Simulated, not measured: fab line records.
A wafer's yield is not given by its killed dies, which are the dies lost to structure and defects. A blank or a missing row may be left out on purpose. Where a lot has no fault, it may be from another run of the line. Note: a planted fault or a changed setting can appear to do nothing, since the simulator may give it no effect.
Which tool was responsible? + flow ritCmos + Sampling: 14 lots, 42 wafers, 2 of 202 route steps

## WHAT EACH GAUGE READ, for each wafer
RIT_PSD_TW_MEAS_10.
| lot  | measured    | on           | PSD_TW         |
|------|-------------|--------------|----------------|
| L188 | day 3 02:22 | filmMetro-04 | 3459 3478 3473 |
| L189 | day 3 05:55 | filmMetro-04 | 3462 3463 3452 |
| L191 | day 3 16:35 | filmMetro-04 | 3468 3487 3465 |
| L192 | day 3 22:35 | filmMetro-04 | 3456 3470 3464 |
| L193 | day 4 05:54 | filmMetro-02 | 3404 3395 3393 |
| L195 | day 4 12:44 | filmMetro-02 | 3385 3391 3398 |
| L196 | day 4 20:25 | filmMetro-02 | 3397 3397 3402 |
| L197 | day 4 23:16 | filmMetro-04 | 3483 3481 3450 |
| L199 | day 5 09:15 | filmMetro-04 | 3464 3444 3460 |
| L203 | day 6 03:11 | filmMetro-01 | 3507 3516 3530 |
| L206 | day 6 20:07 | filmMetro-04 | 3445 3442 3449 |
| L208 | day 7 05:49 | filmMetro-04 | 3436 3427 3444 |
| L209 | day 7 09:22 | filmMetro-04 | 3422 3423 3426 |
| L211 | day 7 21:03 | filmMetro-02 | 3382 3356 3377 |

## WHICH TOOL RAN EACH LOT (tool, then ch and the chambers of the sampled wafers, then the start)
| lot  | RIT_PSD_STRIP_09                   |
|------|------------------------------------|
| L188 | plasmaAsher-01 ch 0,1, day 3 02:11 |
| L189 | plasmaAsher-03 ch 0,1, day 3 05:47 |
| L191 | plasmaAsher-01 ch 0,1, day 3 16:24 |
| L192 | plasmaAsher-01 ch 0,1, day 3 22:24 |
| L193 | plasmaAsher-03 ch 0,1, day 4 05:43 |
| L195 | plasmaAsher-02 ch 0,1, day 4 12:33 |
| L196 | plasmaAsher-01 ch 0,1, day 4 20:13 |
| L197 | plasmaAsher-01 ch 0,1, day 4 23:05 |
| L199 | plasmaAsher-03 ch 0,1, day 5 09:04 |
| L203 | plasmaAsher-03 ch 0,1, day 6 03:02 |
| L206 | plasmaAsher-03 ch 0,1, day 6 19:56 |
| L208 | plasmaAsher-01 ch 0,1, day 7 05:41 |
| L209 | plasmaAsher-03 ch 0,1, day 7 09:11 |
| L211 | plasmaAsher-01 ch 0,1, day 7 20:55 |
- RIT_PSD_STRIP_09: strips in O2, time 180 s.

## WHAT THE TOOLS THEMSELVES READ (means of the sampled wafers that have a number; where no wafer has one, the mark that the record gives instead)
RIT_PSD_STRIP_09.
| lot  | tool           | drypumpMotorCurrentA (A) | runLengthS (s) |
|------|----------------|--------------------------|----------------|
| L188 | plasmaAsher-01 | 6.1                      | 209.0          |
| L189 | plasmaAsher-03 | 5.8                      | 208.0          |
| L191 | plasmaAsher-01 | 6.1                      | 208.6          |
| L192 | plasmaAsher-01 | 6.1                      | 208.4          |
| L193 | plasmaAsher-03 | 5.9                      | 207.9          |
| L195 | plasmaAsher-02 | 5.7                      | 208.3          |
| L196 | plasmaAsher-01 | 5.8                      | 208.0          |
| L197 | plasmaAsher-01 | 5.8                      | 208.1          |
| L199 | plasmaAsher-03 | 5.8                      | 208.1          |
| L203 | plasmaAsher-03 | 5.6                      | 207.7          |
| L206 | plasmaAsher-03 | 5.6                      | 208.1          |
| L208 | plasmaAsher-01 | 6.1                      | 208.7          |
| L209 | plasmaAsher-03 | 5.6                      | 208.2          |
| L211 | plasmaAsher-01 | 5.8                      | 207.9          |

## THE ANSWER, worked out from the rows above alone
Rule: the lots themselves supply what counts as usual. The widest of any qualifying gaps counts: lots, ordered by their means at a reading, are off when they make up no more than a third of the lots, leave a main group of 4 or more, and stand apart from it by 3 or more times the standard deviation of that group's means. Not used: any main group whose means are identical at the precision the tables above print for the reading. Also off: a lot with no number at a reading for which 4 or more lots have one. Any other lot the step has rows for is counted as sound. Order of review: gauges by route order, followed by the tools' own readings, for which a lot's mean as printed above is used. At the first step where some lot is off, the reading lying furthest off is the one used; lots without a number count as furthest.
Nothing can be told from this: no lot is off at any reading shown.

## WHAT WAS PUT IN BY THE SIMULATOR
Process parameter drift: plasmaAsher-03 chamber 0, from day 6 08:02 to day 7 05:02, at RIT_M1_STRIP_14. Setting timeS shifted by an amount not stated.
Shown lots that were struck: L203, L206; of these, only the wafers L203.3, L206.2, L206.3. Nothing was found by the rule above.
